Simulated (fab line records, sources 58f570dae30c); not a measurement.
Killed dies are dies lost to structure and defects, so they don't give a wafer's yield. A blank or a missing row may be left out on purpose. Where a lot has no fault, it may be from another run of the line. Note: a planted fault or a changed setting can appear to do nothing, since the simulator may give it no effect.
fab line records	flow berkeley-cmos170	part 2 of 2: steps 33 to 43 of 43
[record] lots = 5	wafers = 15	last-day = 13
route steps=331 shown NLDD@168 SPACER@171 PSD@175 NSD@187 BACKSIDE@199 SDANNEAL@204 PLDD@208 SILICIDE@210
lots untouched by any fault: they come from a run of this same line in which no faults occurred
start-h: the number of hours between the record's first day and the start of the first shown wafer of the lot	wait-h: hours from the lot's prior step to this one	" identical to the entry in the row above	L1.1+2: several wafers, shown together as one row	- no value present, or no start provided	* or withheld: withheld	< > ~ a bound
route shown NAME@n: a module of which the file shows steps, and the number in the route of the first	usual: mean/standard deviation of fault-free wafers	same: alike in all rows	chamber/n: place in a boat	sites: per-site readings	_std_site: the standard deviation of these	_edge_site: inner sites' mean taken away from outer sites' mean	radius-mm: for every site, how far away it sits from the centre of the wafer	mask NAME#n: copy n	behind: the most recent tool/chamber to have shaped the wafer	hold: reason for holding the lot/hours on hold/outcome of the hold	device: whichever transistor did not switch (one of n, p or np)	end of line: tests run on the same wafers once the route is complete	step lacking rows: just its recipe	killed: count of dies lost to structure and defects at first sort (not the wafer's yield)	map: a wafer's dies, marking killed ones x, the rest . and places with no die _
set.NAME: setting as actually run; set.NAME@STEP: the setting as run at that earlier step	model.NAME: the simulator's own value behind a step, which no gauge read
lots at some steps of the route; a table a step, a row a wafer
services: when a tool's chamber went out of use (start-h, in hours from the record's first day, below 0 if earlier), for how many hours, and the reason
[[steps]]
[step UCB170_BACKSIDE_COAT_01]
[recipe] resist = KrF	spin-rpm = 1500	resist-thk-nm = 900
[usual] spin-speed-rpm = 1499.9/0.86
lot.wafer	tool	chamber	start-h	wait-h	spin-speed-rpm
L075.1	litho-track-01	0	171.47	0.1	1500.2
L075.5	"	0	"	"	1499.5
L075.6	"	0	"	"	1501.8
L078.2	litho-track-02	0	178.52	0.1	1500.6
L078.3	"	0	"	"	1500.6
L078.5	"	0	"	"	1499.7
L081.2	litho-track-02	0	191.34	0.1	1499.6
L081.4	"	0	"	"	1498.5
L081.6	"	0	"	"	1498.7
L086.1	litho-track-01	0	229.00	0.1	1500.7
L086.2	"	0	"	"	1501.4
L086.4	"	0	"	"	1499.4
L096.1	litho-track-04	0	275.37	0.1	1500.6
L096.4	"	0	"	"	1500.1
L096.6	"	0	"	"	1500.1
[step UCB170_BACKSIDE_SOFTBAKE_02]
[recipe] resist = KrF	temp-c = 130	time-s = 60
lot.wafer	tool	chamber	start-h	wait-h
L075.1+5+6	litho-track-01	0	171.62	0.1
L078.2+3+5	litho-track-02	0	178.67	0.1
L081.2+4+6	litho-track-02	0	191.49	0.1
L086.1+2+4	litho-track-01	0	229.15	0.1
L096.1+4+6	litho-track-04	0	275.52	0.1
[step UCB170_BACKSIDE_STRIP_03]
[recipe] chemistry = O2	power-w = 400	pressure-mtorr = 3500	platen-temp-c = withheld	o2-flow-sccm = 400	overash-fraction = 0.5
[usual] drypump-motor-current-A = 5.3/0.44	oes-product-au = 0.734/0.0047	strip-time-to-endpoint-s = 21.96/0.05
lot.wafer	tool	chamber	start-h	wait-h	drypump-motor-current-A	oes-product-au	rf-hours-counter-h	strip-time-to-endpoint-s
L075.1	plasma-asher-04	1	171.77	0.1	4.7	0.737	44	21.96
L075.5	"	1	"	"	4.7	0.734	-	21.90
L075.6	"	0	"	"	5.7	0.732	-	21.94
L078.2	plasma-asher-04	1	178.79	0.1	4.7	0.731	45	22.01
L078.3	"	1	"	"	4.7	0.736	-	21.94
L078.5	"	1	"	"	4.7	0.735	-	22.04
L081.2	plasma-asher-03	1	191.62	0.1	4.9	0.730	41	21.95
L081.4	"	1	"	"	5.0	0.734	-	21.99
L081.6	"	1	"	"	5.0	0.736	-	21.99
L086.1	plasma-asher-01	1	229.30	0.1	5.3	0.732	12	21.94
L086.2	"	0	"	"	5.9	0.733	12	21.95
L086.4	"	0	"	"	5.9	0.744	-	21.94
L096.1	plasma-asher-01	1	275.67	0.1	5.3	0.735	19	21.97
L096.4	"	0	"	"	5.9	0.737	-	21.92
L096.6	"	0	"	"	5.9	0.736	-	21.94
[step UCB170_BACKSIDE_CLEAN_04]
[recipe] chemistry = SPM	temp-c = 120	time-s = 600
lot.wafer	tool	chamber	start-h	wait-h
L075.1+5+6	wet-bench-03	0	171.87	0.1
L078.2+3+5	wet-bench-03	0	178.89	0.1
L081.2+4+6	wet-bench-03	2	191.72	0.1
L086.1+2+4	wet-bench-04	1	229.40	0.1
L096.1+4+6	wet-bench-03	3	275.77	0.1
[step UCB170_SDANNEAL_RTA_00]
[recipe] temp-c = 900	time-s = 10	ambient = N2
[usual] lamp-power-pct = 24.8/1.2	wafer_temp_C_max = 903.5/0.68
lot.wafer	tool	chamber	start-h	wait-h	lamp-power-pct	wafer_temp_C_max
L075.1	rtp-anneal-01	0	172.06	0.0	23.7	904.1
L075.5	"	0	"	"	23.7	904.5
L075.6	"	0	"	"	23.7	903.3
L078.2	rtp-anneal-02	0	179.08	0.0	26.2	904.8
L078.3	"	0	"	"	26.2	904.0
L078.5	"	0	"	"	26.2	903.0
L081.2	rtp-anneal-02	0	191.90	0.0	26.1	902.6
L081.4	"	0	"	"	26.2	904.1
L081.6	"	0	"	"	26.2	904.0
L086.1	rtp-anneal-02	0	229.58	0.0	26.2	904.5
L086.2	"	0	"	"	26.2	904.1
L086.4	"	0	"	"	26.2	904.6
L096.1	rtp-anneal-02	0	275.98	0.0	26.2	903.2
L096.4	"	0	"	"	26.1	904.3
L096.6	"	0	"	"	26.2	904.3
[step UCB170_SDANNEAL_RTA_01]
[recipe] temp-c = 1050	time-s = 5	ambient = N2
[usual] lamp-power-pct = 38.3/1.9	wafer_temp_C_max = 1054.3/0.84
lot.wafer	tool	chamber	start-h	wait-h	lamp-power-pct	wafer_temp_C_max
L075.1	rtp-anneal-01	0	172.12	0.1	36.6	1054.0
L075.5	"	0	"	"	36.6	1053.9
L075.6	"	0	"	"	36.6	1054.9
L078.2	rtp-anneal-02	0	179.15	0.1	40.4	1054.3
L078.3	"	0	"	"	40.4	1055.4
L078.5	"	0	"	"	40.4	1053.3
L081.2	rtp-anneal-02	0	191.97	0.1	40.3	1052.9
L081.4	"	0	"	"	40.4	1053.6
L081.6	"	0	"	"	40.5	1054.3
L086.1	rtp-anneal-02	0	229.65	0.1	40.4	1054.1
L086.2	"	0	"	"	40.4	1053.8
L086.4	"	0	"	"	40.4	1053.8
L096.1	rtp-anneal-02	0	276.05	0.1	40.5	1055.4
L096.4	"	0	"	"	40.4	1055.0
L096.6	"	0	"	"	40.4	1054.9
[step UCB170_SDANNEAL_RS_MEAS_02]
[recipe] thk-meas-gauge = four-point-probe
[usual] PSD_RS = 75.69/0.28
lot.wafer	tool	chamber	start-h	wait-h	PSD_RS[ohm/sq]
L075.1	film-metro-02	-	172.18	0.0	76.03
L075.5	"	-	"	"	75.77
L075.6	"	-	"	"	75.62
L078.2	film-metro-04	-	179.21	0.1	75.44
L078.3	"	-	"	"	75.64
L078.5	"	-	"	"	76.05
L081.2	film-metro-02	-	192.04	0.1	76.04
L081.4	"	-	"	"	75.86
L081.6	"	-	"	"	75.84
L086.1	film-metro-02	-	229.70	0.0	75.79
L086.2	"	-	"	"	75.78
L086.4	"	-	"	"	76.01
L096.1	film-metro-04	-	276.11	0.0	75.20
L096.4	"	-	"	"	74.71
L096.6	"	-	"	"	75.25
[step UCB170_SDANNEAL_RS_MEAS_03]
[recipe] thk-meas-gauge = four-point-probe
[usual] NSD_RS = 37.11/0.11
lot.wafer	tool	chamber	start-h	wait-h	NSD_RS[ohm/sq]
L075.1	film-metro-02	-	172.30	0.1	37.25
L075.5	"	-	"	"	37.32
L075.6	"	-	"	"	37.28
L078.2	film-metro-04	-	179.33	0.1	37.19
L078.3	"	-	"	"	37.23
L078.5	"	-	"	"	37.28
L081.2	film-metro-02	-	192.16	0.1	37.14
L081.4	"	-	"	"	37.24
L081.6	"	-	"	"	37.15
L086.1	film-metro-02	-	229.82	0.1	37.11
L086.2	"	-	"	"	37.18
L086.4	"	-	"	"	37.19
L096.1	film-metro-04	-	276.23	0.1	36.99
L096.4	"	-	"	"	36.98
L096.6	"	-	"	"	37.01
[step UCB170_SDANNEAL_RS_MEAS_04]
[recipe] thk-meas-gauge = four-point-probe
[usual] PLDD_RS = 1032/3
lot.wafer	tool	chamber	start-h	wait-h	PLDD_RS[ohm/sq]
L075.1	film-metro-02	-	172.42	0.1	1036
L075.5	"	-	"	"	1035
L075.6	"	-	"	"	1037
L078.2	film-metro-04	-	179.45	0.1	1032
L078.3	"	-	"	"	1031
L078.5	"	-	"	"	1030
L081.2	film-metro-02	-	192.28	0.1	1032
L081.4	"	-	"	"	1032
L081.6	"	-	"	"	1031
L086.1	film-metro-02	-	229.94	0.1	1040
L086.2	"	-	"	"	1037
L086.4	"	-	"	"	1035
L096.1	film-metro-04	-	276.35	0.1	1031
L096.4	"	-	"	"	1028
L096.6	"	-	"	"	1028
[step UCB170_SDANNEAL_RS_MEAS_05]
[recipe] thk-meas-gauge = four-point-probe
[usual] NLDD_RS = 614.0/1.5
lot.wafer	tool	chamber	start-h	wait-h	NLDD_RS[ohm/sq]
L075.1	film-metro-02	-	172.54	0.1	614.4
L075.5	"	-	"	"	615.3
L075.6	"	-	"	"	616.6
L078.2	film-metro-04	-	179.57	0.1	614.7
L078.3	"	-	"	"	614.4
L078.5	"	-	"	"	615.7
L081.2	film-metro-02	-	192.40	0.1	615.3
L081.4	"	-	"	"	614.4
L081.6	"	-	"	"	616.8
L086.1	film-metro-02	-	230.06	0.1	614.7
L086.2	"	-	"	"	613.5
L086.4	"	-	"	"	614.9
L096.1	film-metro-04	-	276.47	0.1	613.5
L096.4	"	-	"	"	614.3
L096.6	"	-	"	"	614.8
[step UCB170_SILICIDE_PRE_CLEAN_00]
[recipe] gas = Ar	preclean-etch-time-s = 60
lot.wafer	tool	chamber	start-h	wait-h
L075.1+5+6	pvd-sputter-03	-	172.66	0.1
L078.2+3+5	pvd-sputter-03	-	179.67	0.1
L081.2+4+6	pvd-sputter-01	-	192.50	0.1
L086.1+2+4	pvd-sputter-01	-	230.18	0.1
L096.1+4+6	pvd-sputter-01	-	276.59	0.1
[[services]]
tool	chamber	start-h	hours	kind
rie-diel-02	0	139.21	9.1	repair
pvd-sputter-01	-	143.99	3.7	repair
krf-scanner-02	-	146.72	1.3	pm
pecvd-02	2	147.51	4.4	repair
implanter-03	-	154.22	3.1	pm
krf-scanner-01	-	156.08	0.8	pm
rie-diel-02	1	156.20	10.3	repair
pecvd-02	0	157.77	3.5	repair
pecvd-02	-	170.08	6.0	pm
plasma-asher-02	-	185.92	0.7	repair
plasma-asher-02	-	189.25	0.6	repair
krf-scanner-02	-	189.25	4.4	pm
furnace-04	-	193.56	13.2	pm
krf-scanner-02	-	193.63	0.8	pm
krf-scanner-01	-	195.92	1.3	pm
krf-scanner-01	-	198.58	1.0	pm
implanter-03	-	199.54	2.7	repair
krf-scanner-02	-	206.76	4.0	pm
krf-scanner-02	-	216.80	1.0	pm
pvd-sputter-01	-	223.22	3.2	repair
wet-bench-01	-	231.19	3.4	repair
plasma-asher-01	-	234.27	2.3	repair
plasma-asher-02	-	246.27	10.5	pm
rtp-anneal-02	-	276.13	4.2	pm
